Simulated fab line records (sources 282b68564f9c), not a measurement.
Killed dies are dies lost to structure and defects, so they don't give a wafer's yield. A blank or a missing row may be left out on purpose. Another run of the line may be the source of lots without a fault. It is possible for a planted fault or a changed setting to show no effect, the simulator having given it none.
fab line records	flow rit_cmos
[record] lots = 6	wafers = 18	last_day = 7
route steps=202 shown ACTIVE@1 FOX1@20 FOX2@23 NWELL@28 M1@202
lots that met no fault: taken from a fault-free run of the same line
start_h: hours from the record's opening day to when the first of the lot's shown wafers began	wait_h: time in hours since the lot's previous step	" as in the row above	L1.1+2: several wafers, shown together as one row	- no value present, or no start provided	* or withheld: withheld	< > ~ a bound
route shown NAME@n: NAME is a module with steps in the file, n the number in the route of the first one	usual: mean/standard deviation taken from wafers without a fault	same: alike in all rows	chamber/n: place in a boat	sites: readings site by site	_std_site: their standard deviation	_edge_site: mean of outer sites minus mean of inner sites	radius_mm: for every site, how far away it sits from the centre of the wafer	mask NAME#n: copy n	behind: the most recent tool/chamber to have shaped the wafer	hold: why the lot was held/for how many hours/how that ended	device: the transistor (n, p or np) that didn't switch	end of line: tests of these same wafers at the route's end	a step without rows: its recipe alone	killed: dies that structure and defects cost at the first sort, which is not the same as the wafer's yield	map: dies across one wafer; x = killed, . = not, _ = none there
set.NAME: the setting the step ran with; set.NAME@STEP: the setting that earlier step ran with	model.NAME: the simulator's own value behind a step, which no gauge read
lots seen at some steps along the route; tables by step, rows by wafer
services: the hour from which a tool's chamber was out of use, counted from the record's first day as start_h (under 0 if before that day), plus the number of hours and why
[[steps]]
[step RIT_ACTIVE_BOW_MEAS_00]
[recipe] mode = bow
[usual] INCOMING_BOW = 0/6.4
lot.wafer	tool	chamber	start_h	wait_h	INCOMING_BOW[um]
L235.1	film_metro-04	-	10.00	-	-8
L235.3	"	-	"	"	13
L235.6	"	-	"	"	-7
L242.2	film_metro-01	-	45.02	-	-5
L242.3	"	-	"	"	-13
L242.5	"	-	"	"	0
L244.1	film_metro-04	-	55.00	-	-5
L244.3	"	-	"	"	-4
L244.4	"	-	"	"	-10
L251.2	film_metro-02	-	90.02	-	4
L251.3	"	-	"	"	-6
L251.6	"	-	"	"	8
L255.3	film_metro-04	-	110.04	-	-3
L255.5	"	-	"	"	10
L255.6	"	-	"	"	-3
L256.1	film_metro-04	-	115.00	-	-4
L256.2	"	-	"	"	2
L256.6	"	-	"	"	-1
[step RIT_ACTIVE_OXIDATION_01]
[recipe] temp_c = 994	ambient = O2	target_thk_a = 468	ox_time_s = 3360
[usual] spike_tc_source_C = 1019.7/1.5
lot.wafer	tool	chamber	start_h	wait_h	spike_tc_source_C
L235.1	furnace-01	0	11.34	1.3	1020.3
L235.3	"	0	"	"	1021.7
L235.6	"	0	"	"	1022.2
L242.2	furnace-01	0	45.53	0.5	1020.6
L242.3	"	0	"	"	1019.9
L242.5	"	0	"	"	1023.0
L244.1	furnace-01	0	56.68	1.7	1020.8
L244.3	"	0	"	"	1020.8
L244.4	"	0	"	"	1021.5
L251.2	furnace-04	0	90.24	0.2	1019.5
L251.3	"	0	"	"	1019.4
L251.6	"	0	"	"	1018.9
L255.3	furnace-03	0	110.26	0.2	1021.1
L255.5	"	0	"	"	1020.6
L255.6	"	0	"	"	1020.1
L256.1	furnace-04	0	116.09	1.1	1017.9
L256.2	"	0	"	"	1018.2
L256.6	"	0	"	"	1017.0
[step RIT_ACTIVE_THK_MEAS_02]
[recipe] reads = SiO2_of_ACTIVE_OXIDATION_01
[usual] ACTIVE_OXIDE_THK = 43.7/0.93
lot.wafer	tool	chamber	start_h	wait_h	ACTIVE_OXIDE_THK[nm]
L235.1	film_metro-04	-	13.27	0.0	45.0
L235.3	"	-	"	"	45.0
L235.6	"	-	"	"	44.4
L242.2	film_metro-02	-	47.47	0.0	43.1
L242.3	"	-	"	"	43.5
L242.5	"	-	"	"	43.3
L244.1	film_metro-02	-	58.62	0.0	45.1
L244.3	"	-	"	"	44.7
L244.4	"	-	"	"	44.2
L251.2	film_metro-01	-	92.18	0.0	43.2
L251.3	"	-	"	"	44.0
L251.6	"	-	"	"	44.0
L255.3	film_metro-01	-	112.21	0.0	43.7
L255.5	"	-	"	"	43.8
L255.6	"	-	"	"	44.5
L256.1	film_metro-02	-	118.02	0.0	45.6
L256.2	"	-	"	"	44.3
L256.6	"	-	"	"	44.7
[step RIT_ACTIVE_CVD_03]
[recipe] material = Si3N4	target_thk_nm = 150	temp_c = 810	precursor = SiH2Cl2/NH3	time_s = 1500	pressure_mtorr = 300	sih2cl2_flow_sccm = 60	nh3_flow_sccm = 150
[step RIT_ACTIVE_THK_MEAS_04]
[recipe] reads = Si3N4_of_ACTIVE_CVD_03
[usual] ACTIVE_NITRIDE_THK = 150.4/1.4
lot.wafer	tool	chamber	start_h	wait_h	ACTIVE_NITRIDE_THK[nm]
L235.1	film_metro-01	-	14.75	0.0	151.5
L235.3	"	-	"	"	149.0
L235.6	"	-	"	"	149.6
L242.2	film_metro-02	-	48.95	0.0	148.5
L242.3	"	-	"	"	150.6
L242.5	"	-	"	"	149.0
L244.1	film_metro-04	-	60.09	0.0	150.7
L244.3	"	-	"	"	150.4
L244.4	"	-	"	"	151.2
L251.2	film_metro-02	-	94.71	0.0	150.2
L251.3	"	-	"	"	149.9
L251.6	"	-	"	"	149.8
L255.3	film_metro-01	-	113.69	0.0	148.0
L255.5	"	-	"	"	149.1
L255.6	"	-	"	"	147.1
L256.1	film_metro-02	-	120.21	0.0	149.4
L256.2	"	-	"	"	150.3
L256.6	"	-	"	"	149.7
[step RIT_ACTIVE_HMDS_05]
[recipe] prime_time_s = 60	prime_temp_c = 140
[step RIT_ACTIVE_COAT_06]
[recipe] resist = NOVOLAK	spin_rpm = 3250	resist_thk_nm = 1000
[step RIT_ACTIVE_SOFTBAKE_07]
[recipe] resist = NOVOLAK	temp_c = 90	time_s = 60
[step RIT_ACTIVE_EXPOSE_08]
[recipe] mask_id = M1	na = 0.6	source_shape = conventional	sigma_outer = 0.6	target_cd_nm = 1400	dose_mj = 225
[step RIT_ACTIVE_PEB_09]
[recipe] resist = NOVOLAK	temp_c = withheld	time_s = withheld
[step RIT_ACTIVE_DEVELOP_10]
[recipe] resist = NOVOLAK	develop_time_s = 50	dev_temp_c = 23
[step RIT_ACTIVE_CD_MEAS_11]
[recipe] target_cd_nm = 1400
[usual] cd_nm = 1400.2/2.5
lot.wafer	tool	chamber	start_h	wait_h	cd_nm
L235.1	cd_sem-01	-	15.78	-	1402.0
L235.3	"	-	"	"	1402.1
L235.6	"	-	"	"	1402.4
L242.2	cd_sem-02	-	49.87	-	1398.3
L242.3	"	-	"	"	1399.4
L242.5	"	-	"	"	1400.6
L244.1	cd_sem-02	-	61.00	-	1405.1
L244.3	"	-	"	"	1404.1
L244.4	"	-	"	"	1402.8
L251.2	cd_sem-01	-	95.79	-	1397.1
L251.3	"	-	"	"	1397.4
L251.6	"	-	"	"	1398.2
L255.3	cd_sem-02	-	114.74	-	1403.9
L255.5	"	-	"	"	1403.9
L255.6	"	-	"	"	1404.8
L256.1	cd_sem-01	-	121.24	-	1402.1
L256.2	"	-	"	"	1402.1
L256.6	"	-	"	"	1399.1
[step RIT_ACTIVE_HARDBAKE_12]
[recipe] resist = NOVOLAK	temp_c = 140.9	time_s = 60
[step RIT_ACTIVE_ETCH_13]
[recipe] stop_on = SiO2	chemistry = SF6	target = Si3N4	time_s = 210	over_etch_frac = 0.4	SF6_flow_sccm = 200	pressure_mtorr = 260	rf_w = 125	target_depth_a = 2100
[usual] drypump_motor_current_A = 5.9/0.46	oes_product_au = 0.821/0.014	rf_fwd_power_W = 124.6/0.39	throttle_valve_pct = 7.52/0.11
[same] over_etch_frac = 0.4
lot.wafer	tool	chamber	start_h	wait_h	drypump_motor_current_A	oes_product_au	rf_fwd_power_W	rf_hours_counter_h	throttle_valve_pct
L235.1	rie_diel-03	1	16.05	0.1	5.4	0.842	124.5	156	7.44
L235.3	"	0	"	"	5.9	0.806	124.4	132	7.62
L235.6	"	3	"	"	6.4	0.801	124.3	-	7.59
L242.2	rie_diel-02	3	50.12	0.1	6.3	0.831	124.4	55	7.62
L242.3	"	0	"	"	4.9	0.821	124.8	16	7.63
L242.5	"	2	"	"	5.9	0.821	125.4	-	7.49
L244.1	rie_diel-04	1	61.27	0.1	5.6	0.809	125.3	89	7.47
L244.3	"	3	"	"	5.4	0.823	124.6	18	7.59
L244.4	"	2	"	"	5.4	0.805	125.6	39	7.46
L251.2	rie_diel-03	3	96.04	0.1	6.4	0.815	125.0	31	7.60
L251.3	"	2	"	"	6.4	0.799	123.9	39	7.27
L251.6	"	1	"	"	5.4	0.833	124.2	-	7.44
L255.3	rie_diel-02	2	114.97	0.1	5.9	0.816	124.6	50	7.50
L255.5	"	0	"	"	4.9	0.818	125.0	-	7.65
L255.6	"	1	"	"	6.5	0.818	124.4	-	7.35
L256.1	rie_diel-02	1	121.51	0.1	6.5	0.828	124.0	115	7.35
L256.2	"	0	"	"	4.9	0.827	124.8	17	7.63
L256.6	"	2	"	"	5.9	0.828	124.6	-	7.50
[step RIT_ACTIVE_STRIP_14]
[recipe] chemistry = O2	time_s = 180	resist = NOVOLAK	platen_temp_c = withheld	power_w = 500	pressure_mtorr = 4000	o2_flow_sccm = 4000
[usual] drypump_motor_current_A = 5.6/0.51
lot.wafer	tool	chamber	start_h	wait_h	drypump_motor_current_A	rf_hours_counter_h
L235.1	plasma_asher-04	0	16.19	0.1	5.4	35
L235.3	"	1	"	"	6.6	-
L235.6	"	0	"	"	5.4	-
L242.2	plasma_asher-03	0	50.25	0.1	5.3	40
L242.3	"	1	"	"	5.5	-
L242.5	"	0	"	"	5.3	-
L244.1	plasma_asher-02	0	61.41	0.1	5.4	43
L244.3	"	0	"	"	5.4	-
L244.4	"	1	"	"	5.1	-
L251.2	plasma_asher-03	1	96.18	0.1	5.5	45
L251.3	"	0	"	"	5.3	-
L251.6	"	0	"	"	5.3	-
L255.3	plasma_asher-04	1	115.17	0.1	6.6	-
L255.5	"	1	"	"	6.6	-
L255.6	"	0	"	"	5.4	-
L256.1	plasma_asher-04	0	121.65	0.1	5.4	47
L256.2	"	1	"	"	6.6	47
L256.6	"	1	"	"	6.6	-
[step RIT_ACTIVE_CD_MEAS_90]
[recipe] target_cd_nm = 1400
[usual] cd_nm = 1400.2/2.5
lot.wafer	tool	chamber	start_h	wait_h	cd_nm
L235.1	cd_sem-01	-	16.36	0.1	1401.7
L235.3	"	-	"	"	1402.1
L235.6	"	-	"	"	1402.6
L242.2	cd_sem-01	-	50.45	0.1	1398.2
L242.3	"	-	"	"	1399.5
L242.5	"	-	"	"	1400.3
L244.1	cd_sem-02	-	61.58	0.1	1404.5
L244.3	"	-	"	"	1404.5
L244.4	"	-	"	"	1403.1
L251.2	cd_sem-02	-	96.37	0.1	1397.0
L251.3	"	-	"	"	1397.7
L251.6	"	-	"	"	1397.7
L255.3	cd_sem-01	-	115.32	0.1	1403.8
L255.5	"	-	"	"	1403.2
L255.6	"	-	"	"	1404.7
L256.1	cd_sem-01	-	121.82	0.1	1402.0
L256.2	"	-	"	"	1401.7
L256.6	"	-	"	"	1399.4
[step RIT_ACTIVE_CLEAN_15]
[recipe] chemistry = SC1	mix = 3:3:50	time_s = 600	temp_c = 75
[step RIT_ACTIVE_CLEAN_16]
[recipe] chemistry = dHF	dilution = 50:1	time_s = 30
[step RIT_ACTIVE_CLEAN_17]
[recipe] chemistry = SC2	mix = 3:3:50	time_s = 600	temp_c = 75	dry = n2_spin
[step RIT_FOX1_OXIDATION_00]
[recipe] temp_c = 1090	ambient = H2O	target_thk_a = 3507	p_h2o_torr = 720	ox_time_s = 1130
[step RIT_FOX1_THK_MEAS_01]
[recipe] reads = SiO2_of_FOX1_OXIDATION_00
[usual] FOX1_OXIDE_THK = 330/7
lot.wafer	tool	chamber	start_h	wait_h	FOX1_OXIDE_THK[nm]
L235.1	film_metro-03	-	18.16	0.0	331
L235.3	"	-	"	"	335
L235.6	"	-	"	"	338
L242.2	film_metro-02	-	55.37	0.0	335
L242.3	"	-	"	"	335
L242.5	"	-	"	"	333
L244.1	film_metro-01	-	63.56	0.0	328
L244.3	"	-	"	"	325
L244.4	"	-	"	"	326
L251.2	film_metro-02	-	99.71	0.0	326
L251.3	"	-	"	"	331
L251.6	"	-	"	"	338
L255.3	film_metro-03	-	120.01	0.0	333
L255.5	"	-	"	"	334
L255.6	"	-	"	"	333
L256.1	film_metro-01	-	123.94	0.0	343
L256.2	"	-	"	"	340
L256.6	"	-	"	"	339
[step RIT_FOX1_WET_ETCH_02]
[recipe] chemistry = BOE	target_depth_nm = 350	time_s = 390	temp_c = 21.5	dry = n2_spin	dilution = 10:1	target = SiO2
[step RIT_FOX2_OXIDATION_00]
[recipe] temp_c = 1100	ambient = H2O	target_thk_a = 3507	p_h2o_torr = 720	ox_time_s = 1130
[step RIT_FOX2_THK_MEAS_01]
[recipe] reads = SiO2_of_FOX2_OXIDATION_00
[usual] FOX2_OXIDE_THK = 350/6.4
lot.wafer	tool	chamber	start_h	wait_h	FOX2_OXIDE_THK[nm]
L235.1	film_metro-04	-	19.79	0.0	343
L235.3	"	-	"	"	341
L235.6	"	-	"	"	339
L242.2	film_metro-03	-	58.76	0.0	358
L242.3	"	-	"	"	352
L242.5	"	-	"	"	347
L244.1	film_metro-01	-	65.05	0.0	348
L244.3	"	-	"	"	346
L244.4	"	-	"	"	349
L251.2	film_metro-01	-	101.27	0.0	349
L251.3	"	-	"	"	348
L251.6	"	-	"	"	341
L255.3	film_metro-04	-	122.40	0.0	357
L255.5	"	-	"	"	351
L255.6	"	-	"	"	354
L256.1	film_metro-01	-	125.43	0.0	348
L256.2	"	-	"	"	347
L256.6	"	-	"	"	354
[step RIT_FOX2_CLEAN_02]
[recipe] chemistry = dHF	dilution = 50:1	time_s = 180
[step RIT_FOX2_WET_ETCH_03]
[recipe] chemistry = H3PO4	target = Si3N4	target_depth_nm = 195	temp_c = 165	time_s = 2700
[step RIT_FOX2_THK_MEAS_90]
[recipe] reads = SiO2_of_FOX2_OXIDATION_00
[usual] FIELD_OXIDE_LEFT_1_THK = 322/6.5
lot.wafer	tool	chamber	start_h	wait_h	FIELD_OXIDE_LEFT_1_THK[nm]
L235.1	film_metro-03	-	20.66	0.0	316
L235.3	"	-	"	"	314
L235.6	"	-	"	"	311
L242.2	film_metro-01	-	59.70	0.0	331
L242.3	"	-	"	"	325
L242.5	"	-	"	"	320
L244.1	film_metro-03	-	65.93	0.0	321
L244.3	"	-	"	"	319
L244.4	"	-	"	"	322
L251.2	film_metro-04	-	102.15	0.0	322
L251.3	"	-	"	"	321
L251.6	"	-	"	"	313
L255.3	film_metro-03	-	123.27	0.0	330
L255.5	"	-	"	"	324
L255.6	"	-	"	"	327
L256.1	film_metro-01	-	126.31	0.0	320
L256.2	"	-	"	"	319
L256.6	"	-	"	"	326
[step RIT_NWELL_HMDS_00]
[recipe] prime_time_s = 60	prime_temp_c = 140
[step RIT_NWELL_COAT_01]
[recipe] resist = NOVOLAK	spin_rpm = 2000	resist_thk_nm = 1300
[step RIT_NWELL_SOFTBAKE_02]
[recipe] resist = NOVOLAK	temp_c = 90	time_s = 60
[step RIT_NWELL_EXPOSE_03]
[recipe] mask_id = M2	na = 0.57	target_cd_nm = 43900	dose_mj = 250
[step RIT_M1_PROBE_99]
[usual] killed_at_front_end = 6/3.1	killed_dies = 6/3.1	killed_on_rim = 1.6/1.4	killed_open = 2.9/2	killed_short = 3.3/2
[same] gross_dies = 264	killed_at_M0_to_M3 = 0	killed_at_M4_up = 0	killed_at_back_side = 0	killed_at_contacts = 0	killed_at_other = 0
lot.wafer	tool	chamber	start_h	wait_h	hold	killed_at_front_end	killed_dies	killed_on_rim	killed_open	killed_short
L235.1	prober-02	-	57.66	0.1	-	9	9	2	5	4
L235.3	prober-02	-	57.76	0.2	-	2	2	0	0	2
L235.6	prober-02	-	57.91	0.2	-	2	2	1	2	0
L242.2	prober-01	-	100.63	0.1	await_dispo/3.0h/release	82	82	23	0	0
L242.3	prober-01	-	100.68	0.2	await_dispo/3.0h/release	71	71	21	2	2
L242.5	prober-01	-	100.78	0.2	await_dispo/3.0h/release	96	96	20	1	4
L244.1	prober-01	-	105.46	0.1	await_dispo/3.4h/release	101	101	28	2	4
L244.3	prober-01	-	105.56	0.2	await_dispo/3.4h/release	89	89	25	1	4
L244.4	prober-01	-	105.61	0.2	await_dispo/3.4h/release	91	91	26	1	4
L251.2	prober-02	-	144.48	0.1	-	3	3	0	2	1
L251.3	prober-02	-	144.53	0.2	-	9	9	4	3	6
L251.6	prober-02	-	144.68	0.2	-	5	5	3	3	2
L255.3	prober-02	-	161.87	0.2	-	11	11	2	7	4
L255.5	prober-02	-	161.97	0.2	-	9	9	1	5	4
L255.6	prober-02	-	162.02	0.2	-	9	9	3	3	6
L256.1	prober-01	-	163.84	0.1	-	7	7	3	1	6
L256.2	prober-01	-	163.89	0.1	-	8	8	1	2	6
L256.6	prober-01	-	164.09	0.2	-	4	4	1	0	4
// killed by level:class
L235.1 FOX1:geometric_particle:short=2 SILICIDE:geometric_particle:open=2 FOX1:geometric_particle:open=1 FOX2:geometric_particle:short=1 REOX:geometric_particle:open=1 SPACER:geometric_particle:open=1 SILICIDE:geometric_particle:short=1
L235.3 GATE:geometric_particle:short=1 REOX:geometric_particle:short=1
L235.6 ACTIVE:geometric_particle:open=1 GATE:geometric_particle:open=1
L242.2 ACTIVE:unspecified=82
L242.3 ACTIVE:unspecified=67 FOX1:geometric_particle:short=1 FOX1:geometric_particle:open=1 GATE:geometric_particle:short=1 REOX:geometric_particle:open=1
L242.5 ACTIVE:unspecified=91 GATE:geometric_particle:short=2 FOX2:geometric_particle:short=1 SPACER:geometric_particle:open=1 SILICIDE:geometric_particle:short=1
L244.1 ACTIVE:unspecified=95 GATE:geometric_particle:short=3 FOX1:geometric_particle:open=1 REOX:geometric_particle:short=1 SPACER:geometric_particle:open=1
L244.3 ACTIVE:unspecified=84 SPACER:geometric_particle:short=2 FOX2:geometric_particle:open=1 GATE:geometric_particle:short=1 REOX:geometric_particle:short=1
L244.4 ACTIVE:unspecified=86 REOX:geometric_particle:short=2 FOX1:geometric_particle:short=1 GATE:geometric_particle:open=1 SPACER:geometric_particle:short=1
L251.2 FOX1:geometric_particle:open=1 GATE:geometric_particle:short=1 SILICIDE:geometric_particle:open=1
L251.3 GATE:geometric_particle:short=2 SILICIDE:geometric_particle:short=2 FOX1:geometric_particle:open=1 FOX1:geometric_particle:short=1 REOX:geometric_particle:open=1 REOX:geometric_particle:short=1 SILICIDE:geometric_particle:open=1
L251.6 GATE:geometric_particle:open=3 GATE:geometric_particle:short=2
L255.3 FOX1:geometric_particle:open=2 GATE:geometric_particle:open=2 SILICIDE:geometric_particle:open=2 FOX1:geometric_particle:short=1 GATE:geometric_particle:short=1 REOX:geometric_particle:open=1 REOX:geometric_particle:short=1 SILICIDE:geometric_particle:short=1
L255.5 FOX1:geometric_particle:open=2 GATE:geometric_particle:open=2 REOX:geometric_particle:short=2 GATE:geometric_particle:short=1 SPACER:geometric_particle:open=1 SILICIDE:geometric_particle:short=1
L255.6 GATE:geometric_particle:short=3 REOX:geometric_particle:open=2 FOX1:geometric_particle:short=1 GATE:geometric_particle:open=1 SPACER:geometric_particle:short=1 SILICIDE:geometric_particle:short=1
L256.1 SPACER:geometric_particle:short=3 FOX2:geometric_particle:short=1 GATE:geometric_particle:short=1 GATE:geometric_particle:open=1 REOX:geometric_particle:short=1
L256.2 GATE:geometric_particle:short=4 GATE:geometric_particle:open=2 SILICIDE:geometric_particle:short=2
L256.6 REOX:geometric_particle:short=2 GATE:geometric_particle:short=1 SILICIDE:geometric_particle:short=1
// map L242.5 (x killed, . not)
________x..x..._______
_____.x...xx......____
____...x..x.x...x..___
___..x.x.....xx....x__
__.x.xx.xx.x..xx.x..._
__xx...x..x.....xxxxx_
_.x.x....x.x.x..xx....
_xx....xxx..x......x..
_xxx..x.......x..x....
_....xxx.xx..x.x.xxx.x
__..xx.xxx.xxxx.x.x.x_
__.x..x..x...xxx.x..._
___.........x.......__
____..x..x..x...xx.___
_____xx.xx...x....____
________x.xx..._______
// map L244.1 (x killed, . not)
________.xxx..._______
_____.x....xx.x...____
____...x.x..xxx..x.___
___x....x...x...x.xx__
__....xx....xx.x.x..._
__xxxx.x..xx.x...x..._
_....x.x......xxx..xxx
_.....xxx.x..x......xx
_x......xxx..x..x..x..
_.x....x.xx.x..x..x..x
__x..x....xxxx.x..x.._
__x.xxx..x....x.x...x_
___...x.....x.xx..x.__
____xxx..xxx....x..___
_____x.x.x.x.xx.x.____
________...x.x._______
[[services]]
tool	chamber	start_h	hours	kind
furnace-04	-	-3.50	2.7	pm
rie_diel-03	2	13.56	6.8	repair
rie_diel-03	-	17.95	2.8	pm
plasma_asher-04	-	21.83	2.8	pm
furnace-04	-	50.20	4.2	pm
rie_diel-02	0	51.74	13.6	repair
plasma_asher-02	-	71.80	14.6	pm
plasma_asher-03	-	88.64	1.2	repair
rie_diel-03	1	107.85	-	clean
rie_diel-03	1	107.85	16.0	scheduled_down
rie_diel-03	1	107.85	16.0	vent_cycle
plasma_asher-03	-	108.75	9.0	pm
plasma_asher-03	0	108.75	9.0	vent_cycle
plasma_asher-03	1	108.75	9.0	vent_cycle
plasma_asher-03	0	117.75	-	clean
plasma_asher-03	1	117.75	-	clean
[[key]]
[first_sign] step = RIT_M1_PROBE_99	reading = killed_dies	direction = up	sigmas = 27	usual = 6	struck = 88
[effect] step = RIT_M1_PROBE_99	reading = killed_at_front_end	direction = up	sigmas = 26	usual = 6	struck = 88
met_at RIT_ACTIVE_OXIDATION_01
struck_wafers L242.2,L242.3,L242.5,L244.1,L244.3,L244.4
tester_left_out L242,L244
onset_between 11.34 45.53
[fault] kind = chamber_particle_source	tool = furnace-01	chamber = -	onset_h = 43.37	steps = RIT_ACTIVE_OXIDATION_01	rate_per_visit_cm2 = 0.73584	end_h = 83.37
// tester_left_out: of these lots the tester's yield and bins aren't shown, on N5 and GAA mostly nor the transistor test; their killed dies are dies lost to structure and defects alone, not to doping, threshold or leakage, so they don't give the yield
